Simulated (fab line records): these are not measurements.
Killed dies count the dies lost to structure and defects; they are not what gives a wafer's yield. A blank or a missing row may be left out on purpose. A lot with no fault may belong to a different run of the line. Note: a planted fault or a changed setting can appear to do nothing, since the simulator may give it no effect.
Which tool is to blame? ; flow rit-cmos ; Sampling: 13 lots, 39 wafers, 2 of 202 route steps

WHAT THE GAUGES SHOWED, per wafer
The record lacks any reading of a measuring or inspecting step that a usual standard deviation could be used to judge.

WHICH TOOL RAN EACH LOT (tool, then ch and the chambers of the sampled wafers, then the start)
lot;RIT_PWELL_EXPOSE_03;RIT_M1_PROBE_99
L866;iline-stepper-02 ch 0, day 1 22:26;-
L867;iline-stepper-02 ch 0, day 2 05:47;-
L868;iline-stepper-01 ch 0, day 2 08:53;-
L870;iline-stepper-01 ch 0, day 2 17:46;-
L871;iline-stepper-01 ch 0, day 2 22:31;-
L875;iline-stepper-02 ch 0, day 3 19:30;prober-02, day 5 06:30
L876;iline-stepper-02 ch 0, day 3 23:50;-
L877;iline-stepper-02 ch 0, day 4 04:33;-
L881;iline-stepper-01 ch 0, day 5 02:12;-
L886;iline-stepper-01 ch 0, day 6 02:09;-
L887;iline-stepper-02 ch 0, day 6 09:57;-
L888;iline-stepper-01 ch 0, day 6 11:55;-
L889;iline-stepper-01 ch 0, day 6 18:08;-
- RIT_PWELL_EXPOSE_03: exposes mask M3, target cd 43700 nm.
- RIT_M1_PROBE_99

AS READ BY THE TOOLS THEMSELVES (means over the sampled wafers that have a number; for cases with no such wafer, the mark the record gives instead)
RIT_M1_PROBE_99.
lot;tool;killed-at-contacts;killed-at-front-end;killed-dies;killed-open;killed-short
L875;prober-02;0.0;5.3;5.3;3.3;2.0

THE ANSWER, worked out from the rows above alone
Rule: what is usual is taken from the lots themselves. Put in order of their means at a reading, lots are off if they are a third of the lots or fewer, leave a main group of 4 or more, and stand apart from it by a gap of 3 or more times the standard deviation of the main group's means; of several such gaps the widest counts. The tables above print the reading to a certain number of digits; a main group whose means all agree to those digits is not used. A lot without any number at a reading at which 4 lots or more have one is off too. Where the step has rows for the other lots, those lots are counted as sound. The gauges are gone through in route order, then the tools' own readings, and for those a lot's mean is taken as printed above. The first step at which some lot is off is used, and at that step the reading that is off furthest; a lot without a number counts as furthest.
No lot is off at any reading shown: from this, nothing can be told.

WHAT THE SIMULATOR PUT IN
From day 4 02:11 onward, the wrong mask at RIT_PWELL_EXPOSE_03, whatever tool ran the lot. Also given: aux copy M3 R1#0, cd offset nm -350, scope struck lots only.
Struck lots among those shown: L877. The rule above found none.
